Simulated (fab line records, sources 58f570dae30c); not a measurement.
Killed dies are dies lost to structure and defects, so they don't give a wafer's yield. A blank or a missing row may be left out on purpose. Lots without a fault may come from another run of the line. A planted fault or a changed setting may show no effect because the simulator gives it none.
Split-lot experiment | flow berkeley_cmos170 | 5 lots, 23 wafers read, on a route of 331 steps

THE SPLIT
At UCB170_M2_COAT_10 (resist thk 900 nm), the setting resist_thk_nm was moved away from the recipe's 900 nm on 9 of the 23 wafers read, by +4.1% to +5.8%. The other wafers ran this setting at the recipe's value.

The reading is taken at the split's own step.

THE READING
KrF_of_M2_COAT_10.thk_nm (the simulator's own value, which no gauge read), in nm, at UCB170_M2_COAT_10 (resist thk 900 nm). The file gives no usual value for it. The 14 wafers here that ran the recipe average 898.0 nm, standard deviation 2.8 nm.

wafer  | tool, chamber at the split | resist_thk_nm as run, nm | against the recipe | KrF_of_M2_COAT_10.thk_nm, nm | against lot-mates on the recipe
L075.3 | litho_track-01, 0          | 900                      | recipe             | 895.8                        | -
L075.4 | litho_track-01, 0          | 900                      | recipe             | 896.7                        | -
L075.6 | litho_track-01, 0          | 900                      | recipe             | 894                          | -
L074.1 | litho_track-04, 0          | 900                      | recipe             | 894.1                        | -
L074.2 | litho_track-04, 0          | 900                      | recipe             | 894.5                        | -
L074.3 | litho_track-04, 0          | 952.2                    | +5.8%              | 947.3                        | +53.0
L074.4 | litho_track-04, 0          | 952.2                    | +5.8%              | 949.3                        | +55.0
L074.5 | litho_track-04, 0          | 952.2                    | +5.8%              | 946.8                        | +52.5
L080.1 | litho_track-04, 0          | 900                      | recipe             | 897.1                        | -
L080.3 | litho_track-04, 0          | 900                      | recipe             | 898.1                        | -
L080.4 | litho_track-04, 0          | 900                      | recipe             | 898                          | -
L080.5 | litho_track-04, 0          | 900                      | recipe             | 901.4                        | -
L080.6 | litho_track-04, 0          | 900                      | recipe             | 901.5                        | -
L081.1 | litho_track-02, 0          | 900                      | recipe             | 897.4                        | -
L081.2 | litho_track-02, 0          | 936.6                    | +4.1%              | 937.9                        | +39.1
L081.3 | litho_track-02, 0          | 936.6                    | +4.1%              | 935.2                        | +36.4
L081.4 | litho_track-02, 0          | 936.6                    | +4.1%              | 934.7                        | +35.9
L081.6 | litho_track-02, 0          | 900                      | recipe             | 900.2                        | -
L083.1 | litho_track-02, 0          | 900                      | recipe             | 900.7                        | -
L083.2 | litho_track-02, 0          | 950.6                    | +5.6%              | 950.8                        | +49.0
L083.4 | litho_track-02, 0          | 900                      | recipe             | 902.9                        | -
L083.5 | litho_track-02, 0          | 950.6                    | +5.6%              | 952.5                        | +50.7
L083.6 | litho_track-02, 0          | 950.6                    | +5.6%              | 953                          | +51.2

THE FIT
A straight line over all 23 wafers: KrF_of_M2_COAT_10.thk_nm changes by +9.12 nm for each +1% of resist_thk_nm; r = +0.99; the points scatter about the line by 2.9 nm.
The same after taking each lot's own level away (the mean of its wafers on the recipe; 23 wafers): +9.1 nm for each +1%; r = +1.00; scatter 1.4 nm.
On that fit, the largest move of resist_thk_nm shifts the reading by 53 nm.
The lots' own levels span 894.30 to 901.80 nm, that is 2.7 times the standard deviation above.
So the lot-to-lot level changes the slope little: the two slopes agree.
Check: with one of the wafers moved furthest among these (+5.8%) left out of the fit, the line predicts +52.7 nm for it against its lot-mates. It came out at +53 nm against them.

OTHER SPLITS ON THESE WAFERS
These wafers also went through other splits before the reading. Each is held against what the fit with the lots' levels taken away leaves over:
other split on the same wafers      | wafers away from the commonest value | r with KrF_of_M2_COAT_10.thk_nm (lot level and that fit taken away)
UCB170_M1_SPUTTER_00 power_w        | 10                                   | -0.19
UCB170_V1_COAT_07 spin_rpm          | 8                                    | +0.18
UCB170_V1_DEVELOP_11 develop_time_s | 8                                    | -0.19

THE FILE'S OWN FIT
KrF_of_M2_COAT_10.thk_nm changes by +9.1 nm for each +1% of resist_thk_nm, r = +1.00.
